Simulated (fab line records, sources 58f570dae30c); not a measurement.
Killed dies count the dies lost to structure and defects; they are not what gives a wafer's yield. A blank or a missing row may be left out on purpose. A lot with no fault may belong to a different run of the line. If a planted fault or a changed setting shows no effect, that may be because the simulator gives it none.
Comparing a struck lot with a sound one + flow berkeley_cmos170 + 20 steps out of a route of 331
Sound: the wafers L531.1, L531.2, L531.5. Wafers struck: L537.4, L537.5, L537.6. The cause is given at the end.
For every step that has rows: the tool of each side, followed by ch and its chambers, followed by its first start. Under that, the readings that differ: sound wafers + struck wafers + difference of the means + sigmas: that difference in standard deviations of wafers without a fault.
alike: readings whose means differ by less than 2 such deviations, and words and numbers that are the same on both sides. not compared: withheld readings, readings that some wafer has no value for, bounds like >300 that may hide the same value, and numbers for which the record gives no deviation and whose values overlap.
The two part at a step that has a row with sigmas, a row that says differs or no value, or rows on one side only. When numbers do not overlap yet have no deviation, they are printed without sigmas and do not part them. Lack of a reading on every wafer of one side parts them only where that side has two or more wafers.

UCB170_PVT_TW_MEAS_09:
  sound: film_metro-04 at day 7 02:18; struck: film_metro-02 at day 8 15:28
  alike: PVT_TW
then, 1 step without rows for these wafers: UCB170_GATE_WET_ETCH_00 (etches SiO2 in dHF, time 200 s).
UCB170_FIELD_THK_MEAS_91:
  sound: film_metro-02 at day 7 02:28; struck: film_metro-01 at day 8 15:35
  alike: FIELD_OXIDE_LEFT_2_THK
then, 1 step without rows for these wafers: UCB170_GATE_OXIDATION_01 (target thk 6.6 nm, ox time 1800 s).
UCB170_GATE_THK_MEAS_02:
  sound: film_metro-01 at day 7 06:37; struck: film_metro-03 at day 8 21:19
  alike: GATE_OXIDE_THK
then, 2 steps without rows for these wafers: UCB170_GATE_ANNEAL_03 (time 1800 s); UCB170_GATE_CVD_04 (deposits poly-Si from SiH4, time 1440 s, target thk 214 nm).
UCB170_GATE_THK_MEAS_05:
  sound: film_metro-04 at day 7 14:21; struck: film_metro-04 at day 9 04:42
  alike: GATE_POLY_THK
then, 4 steps without rows for these wafers: UCB170_GATE_COAT_06; UCB170_GATE_COAT_07 (resist thk 900 nm); UCB170_GATE_SOFTBAKE_08 (time 60 s); UCB170_GATE_EXPOSE_09 (exposes mask POLY, target cd 350 nm).
UCB170_GATE_PEB_10:
  sound on litho_track-03 ch 0, day 7 15:49; struck on litho_track-03 ch 0, day 9 07:08
| reading                  | sound                | struck               | difference | sigmas |
|--------------------------|----------------------|----------------------|------------|--------|
| heater_power_total_W (W) | 56.76 56.72 56.79    | 54.09 54.06 54.14    | -2.66      | -55    |
| plate_temp_C (C)         | 130.10 130.11 129.94 | 125.06 125.20 125.04 | -4.95      | -38    |
then, 1 step without rows for these wafers: UCB170_GATE_DEVELOP_11 (develop time 45 s).
UCB170_GATE_CD_MEAS_12: the cd target is 350 nm.
  sound: cd_sem-02 at day 7 16:06; struck: cd_sem-02 at day 9 07:24
| reading    | sound             | struck            | difference | sigmas |
|------------|-------------------|-------------------|------------|--------|
| cd_nm (nm) | 349.1 347.6 348.7 | 387.3 387.8 387.9 | +39.2      | +28    |
UCB170_GATE_OVL_MEAS_13:
  sound: overlay-01 at day 7 16:13; struck: overlay-01 at day 9 07:28
  alike: GATE_OVL
UCB170_GATE_ETCH_14: etches BARC in N2/H2.
  sound on rie_diel-02 ch 0,2,3, day 7 16:16; struck on rie_diel-02 ch 1,2, day 9 07:29
  alike: drypump_motor_current_A, n2_flow_sccm, oes_product_au, throttle_valve_pct
UCB170_GATE_ETCH_15: etches poly-Si in HBr/Cl2, stops on SiO2, time 56.3 s, target depth 278.2 nm.
  sound on rie_si-02 ch 1,3, day 7 16:18; struck on rie_si-01 ch 0,2,3, day 9 07:34
| reading               | sound             | struck          | difference | sigmas |
|-----------------------|-------------------|-----------------|------------|--------|
| model.GATE.cd_nm (nm) | 349.5 347.8 348.5 | 386.8 388 387.4 | +38.8      |        |
  alike: drypump_motor_current_A, oes_product_au, throttle_valve_pct
  not compared: rf_hours_counter_h
UCB170_GATE_STRIP_16: strips in O2.
  sound on plasma_asher-02 ch 0,1, day 7 16:21; struck on plasma_asher-01 ch 0,1, day 9 07:37
  alike: drypump_motor_current_A, oes_product_au
  not compared: rf_hours_counter_h
UCB170_M3_PROBE_99:
  the record has rows for the struck wafers here (prober-01, day 11 02:43) and none for the sound ones

WHERE THEY PART
First at UCB170_GATE_PEB_10; last, within this record, at UCB170_M3_PROBE_99.

WHY: whatever the simulator had introduced
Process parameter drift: litho_track-03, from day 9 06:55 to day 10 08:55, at UCB170_GATE_PEB_10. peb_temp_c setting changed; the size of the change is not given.
